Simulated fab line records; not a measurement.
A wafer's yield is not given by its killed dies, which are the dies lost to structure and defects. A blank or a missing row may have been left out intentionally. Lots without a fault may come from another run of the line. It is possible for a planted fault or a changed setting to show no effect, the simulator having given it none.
8D (eight disciplines) problem report, filled in by code    flow berkeley cmos170    the parts of the form that need people (team, actions taken, sign-off) are left out

== 1. WHAT WENT WRONG ==
strip time to endpoint s at UCB170_ACTIVE_STRIP_16 reads a mean of 16.17 s on 3 wafers of 1 lot; wafers without a fault read 18.08 s with a standard deviation of 0.12. That is -16 standard deviations from the usual mean.
The step: strips in O2.
First seen on wafer L597.3, day 5 18:25, on plasma asher-01. Wafers with a number at this step in the record: 39, from 13 lots. Rule for "out" (also "out of limits"): further than 4 standard deviations from the usual mean. Any other wafer with a number is counted as sound.

== 2. WHAT IT IS; WHAT IT IS NOT ==
question                     is                        is not
which readings at this step  strip time to endpoint s  drypump motor current A, oes product au
which lots                   L597                      L595, L596, L606, L607, L609, L610, L611, L612, L613, L614, L615, L616
which wafers of those lots   all that have a number    -
read on which tools          plasma asher-01           plasma asher-03, plasma asher-04
when                         from day 5 18:25          up to then (6 sound wafers); but 30 sound wafers of L606, L607, L609, L610, L611, L612, L613, L614, L615, L616 came after

== 3. SUSPECTS, AND WHAT RULES EACH OUT ==
Counting: any tool at a process step up to the reading is kept as a suspect provided that every lot that is out went through it and no sound lot did after the first of them.
- rie diel-04 at UCB170_ZERO_ETCH_06 (etches SiO2 in CHF3/CF4/Ar, time 12 s): ruled out as a lasting fault. Sound lots L606, L609, L611, L615 ran on it after its first lot that is out, L597 (day 2 21:39).
- plasma asher-03 at UCB170_PWELL_STRIP_16 (strips in O2): ruled out as a lasting fault. Sound lots L607, L610, L613, L616 ran on it after its first lot that is out, L597 (day 4 08:00).
- litho track-01 at UCB170_ACTIVE_COAT_08 (resist thk 900 nm): ruled out as a lasting fault. Sound lots L610, L612, L616 ran on it after its first lot that is out, L597 (day 5 17:19).
- plasma asher-01 at UCB170_ACTIVE_STRIP_16 (strips in O2): ruled out as a lasting fault. Sound lots L610, L613, L615, L616 ran on it after its first lot that is out, L597 (day 5 18:25).
Left after counting: nothing in the record.

== 4. THE CAUSE (what the simulator had put in) ==
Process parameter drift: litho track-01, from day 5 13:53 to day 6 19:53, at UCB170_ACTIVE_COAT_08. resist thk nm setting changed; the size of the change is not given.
Counting ruled it out, wrongly: the rule takes a fault to strike every lot that its tool runs from its start on, and this one did not.

== 5. THE EFFECT CHAIN, in route order ==
One row per reading whose mean, taken over the struck wafers that have a number, lies over 3 standard deviations from the usual. Readings are gone through only where the record gives a usual standard deviation; hours: the median, over the lots, of the time from a lot's start at the first step in this table giving one to that lot's start at this step; sigmas: the change measured in usual standard deviations.
hours  step                      reading                   usual      on struck wafers  change  sigmas
0      UCB170_ACTIVE_CD_MEAS_13  cd nm                     1200.1 nm  1195.0            -5.1    -3.6
0      UCB170_ACTIVE_STRIP_16    strip time to endpoint s  18.08 s    16.17             -1.91   -16
Its process steps:
- UCB170_ACTIVE_STRIP_16: strips in O2.

== 6. HOW IT WOULD HAVE BEEN CAUGHT EARLIER ==
First out-of-limits reading in this record: day 5 18:25, which is 5 hours after fault onset at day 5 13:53.
